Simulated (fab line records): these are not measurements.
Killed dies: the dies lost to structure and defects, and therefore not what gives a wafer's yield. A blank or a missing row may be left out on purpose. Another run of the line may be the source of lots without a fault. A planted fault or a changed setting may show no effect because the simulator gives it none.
What tool caused it? ; flow ritCmos ; 6 lots, 18 wafers sampled, at 2 steps of a route of 202

WHAT EACH GAUGE READ, for each wafer
RIT_M1_THK_MEAS_02: measures by xrf.
lot;measured;on;M1_AL_THK (nm)
L204;day 3 23:17;filmMetro-04;400 401 401
L215;day 6 10:07;filmMetro-04;453 397 397
L217;day 6 17:01;filmMetro-04;393 391 384
L220;day 7 06:23;filmMetro-03;395 394 396
L222;day 7 15:34;filmMetro-04;386 393 384
L225;day 8 01:48;filmMetro-03;388 387 392

TOOL THAT RAN EACH LOT (tool first, then ch and the chambers of the sampled wafers, then the start)
lot;RIT_M1_SPUTTER_00
L204;pvdSputter-03, day 3 22:51
L215;pvdSputter-03, day 6 09:42
L217;pvdSputter-01, day 6 16:35
L220;pvdSputter-02, day 7 05:58
L222;pvdSputter-01, day 7 15:07
L225;pvdSputter-01, day 8 01:23
- RIT_M1_SPUTTER_00: material Al, target thk 400 nm, time 500 s.

THE ANSWER, worked out from the rows above alone
Rule: what is usual is taken from the lots themselves. The widest of any qualifying gaps counts: lots, ordered by their means at a reading, are off when they make up no more than a third of the lots, leave a main group of 4 or more, and stand apart from it by 3 or more times the standard deviation of that group's means. A main group whose means are all the same, to the digits that the tables above print for the reading, isn't used. Also off: a lot with no number at a reading for which 4 or more lots have one. The other lots that the step has rows for count as sound.
Off: L215, at RIT_M1_THK_MEAS_02 (M1_AL_THK). The main group: mean 392 nm, standard deviation 4.9.
A tool fits if, at a process step before that reading, it ran every lot that is off, and no sound lot after the first of them. The gauges at RIT_M1_THK_MEAS_02 are tried like those tools. One candidate fits, namely pvdSputter-03 at RIT_M1_SPUTTER_00. A fault onset in the window from L204 (day 3 22:51, its last sound lot) to L215 (day 6 09:42, its first lot off) fits.

WHAT THE SIMULATOR HAD PUT IN
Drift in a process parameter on pvdSputter-03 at RIT_M1_SPUTTER_00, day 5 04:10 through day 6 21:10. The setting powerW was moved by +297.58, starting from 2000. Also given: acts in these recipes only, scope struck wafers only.
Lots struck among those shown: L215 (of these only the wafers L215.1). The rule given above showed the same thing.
